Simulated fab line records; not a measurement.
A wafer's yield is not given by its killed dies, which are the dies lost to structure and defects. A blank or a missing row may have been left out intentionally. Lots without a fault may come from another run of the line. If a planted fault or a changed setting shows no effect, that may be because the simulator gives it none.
Split-lot experiment    flow rit cmos    5 lots, 23 wafers read, on a route of 202 steps

== ON THE SPLIT ==
At RIT_CONTACT_COAT_03 (resist thk 1000 nm), the setting resist thk nm was moved away from the recipe's 1000 nm on 8 of the 23 wafers read, by -1.7% to +3.8%. The other wafers ran this setting at the recipe's value.

== FROM THE SPLIT TO THE READING: what the file shows between them, 3 steps ==
- RIT_CONTACT_SOFTBAKE_04: time 60 s
- RIT_CONTACT_EXPOSE_05: exposes mask M11, target cd 1000 nm
- RIT_CONTACT_HARDBAKE_10: time 60 s

== THE READING ==
NOVOLAK_of_CONTACT_COAT_03.thk nm (the simulator's own value, which no gauge read), in nm, at RIT_CONTACT_ETCH_11 (etches SiO2 in CHF3/CF4/Ar, stops on TiSi2, target depth 480 nm, time 320 s). The file gives no usual value for it. Here, 15 wafers ran the recipe; their average is 768.9 nm with a standard deviation of 2.7 nm.

wafer   tool, chamber at the split  resist thk nm as run, nm  against the recipe  NOVOLAK_of_CONTACT_COAT_03.thk nm, nm  against lot-mates on the recipe
L077.1  litho track-02, 0           1000                      recipe              770.5                                  -
L077.2  litho track-02, 0           1000                      recipe              770.3                                  -
L077.3  litho track-02, 0           1000                      recipe              772.6                                  -
L077.5  litho track-02, 0           1000                      recipe              771.7                                  -
L077.6  litho track-02, 0           1000                      recipe              768.4                                  -
L078.1  litho track-02, 0           1033                      +3.3%               797.5                                  +29.1
L078.2  litho track-02, 0           1000                      recipe              767.6                                  -
L078.3  litho track-02, 0           1033                      +3.3%               798                                    +29.6
L078.5  litho track-02, 0           1000                      recipe              769.2                                  -
L078.6  litho track-02, 0           1033                      +3.3%               797                                    +28.6
L081.1  litho track-03, 0           1000                      recipe              769.2                                  -
L081.2  litho track-03, 0           1000                      recipe              764.4                                  -
L081.3  litho track-03, 0           982.8                     -1.7%               752.7                                  -14.6
L081.4  litho track-03, 0           1000                      recipe              768.4                                  -
L081.5  litho track-03, 0           982.8                     -1.7%               750.4                                  -16.9
L083.1  litho track-01, 0           1000                      recipe              765.4                                  -
L083.3  litho track-01, 0           1000                      recipe              772.3                                  -
L083.4  litho track-01, 0           1000                      recipe              771.8                                  -
L085.1  litho track-01, 0           1038                      +3.8%               797.7                                  +31.9
L085.2  litho track-01, 0           1000                      recipe              767.6                                  -
L085.3  litho track-01, 0           1038                      +3.8%               801.9                                  +36.0
L085.4  litho track-01, 0           1038                      +3.8%               795.1                                  +29.2
L085.5  litho track-01, 0           1000                      recipe              764.1                                  -

THE FIT
A straight line over all 23 wafers: NOVOLAK_of_CONTACT_COAT_03.thk nm changes by +8.37 nm for each +1% of resist thk nm; r = +0.98; the points scatter about the line by 2.8 nm.
The same after taking each lot's own level away (the mean of its wafers on the recipe; 23 wafers): +8.71 nm for each +1%; r = +0.99; scatter 2.1 nm.
Per that fit: largest resist thk nm move, reading shift of 33 nm.
Measured against the standard deviation above, the lots' own levels, which go from 765.85 to 770.70 nm, span 1.8 times it.
The two slopes agree, so the slope changes little with the lot-to-lot level.
Check: +33.2 nm against its lot-mates is what the line predicts for one of the wafers moved furthest among these (+3.8%) when that wafer is left out of the fit. Against them it came out at +31.9 nm.

== OTHER SPLITS APPLIED TO THESE WAFERS ==
Before the reading, these wafers also passed through other splits. Each is held against what the fit with the lots' levels taken away leaves over:
other split on the same wafers      wafers away from the commonest value  r with NOVOLAK_of_CONTACT_COAT_03.thk nm (lot level and that fit taken away)
RIT_NWELL_IMPLANT_08 energy kev     5                                     +0.25
RIT_NRETRO_IMPLANT_08 dose cm2      8                                     +0.00
RIT_GATE_DEVELOP_15 develop time s  9                                     +0.22
RIT_PLDD_IMPLANT_08 energy kev      5                                     +0.00
RIT_NSD_IMPLANT_08 energy kev       5                                     +0.01
RIT_PSD_DEVELOP_05 dev temp c       7                                     +0.19

== THE WHOLE CHAIN: every reading that the file lists as answering this split, in the file's order ==
step                     what it does                                                                 reading                                                                             change (the file's fit)               r (the file's)
RIT_CONTACT_COAT_03      resist thk 1000 nm                                                           NOVOLAK_of_CONTACT_COAT_03.thk nm (the simulator's own value, which no gauge read)  +10 nm for each +1% of the setting    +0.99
RIT_CONTACT_HARDBAKE_10  time 60 s                                                                    NOVOLAK_of_CONTACT_COAT_03.thk nm (the simulator's own value, which no gauge read)  +8.78 nm for each +1% of the setting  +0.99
RIT_CONTACT_ETCH_11      etches SiO2 in CHF3/CF4/Ar, stops on TiSi2, target depth 480 nm, time 320 s  NOVOLAK_of_CONTACT_COAT_03.thk nm (the simulator's own value, which no gauge read)  +8.71 nm for each +1% of the setting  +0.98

== THE FILE'S OWN FIT ==
NOVOLAK_of_CONTACT_COAT_03.thk nm changes by +8.71 nm for each +1% of resist thk nm, r = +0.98.
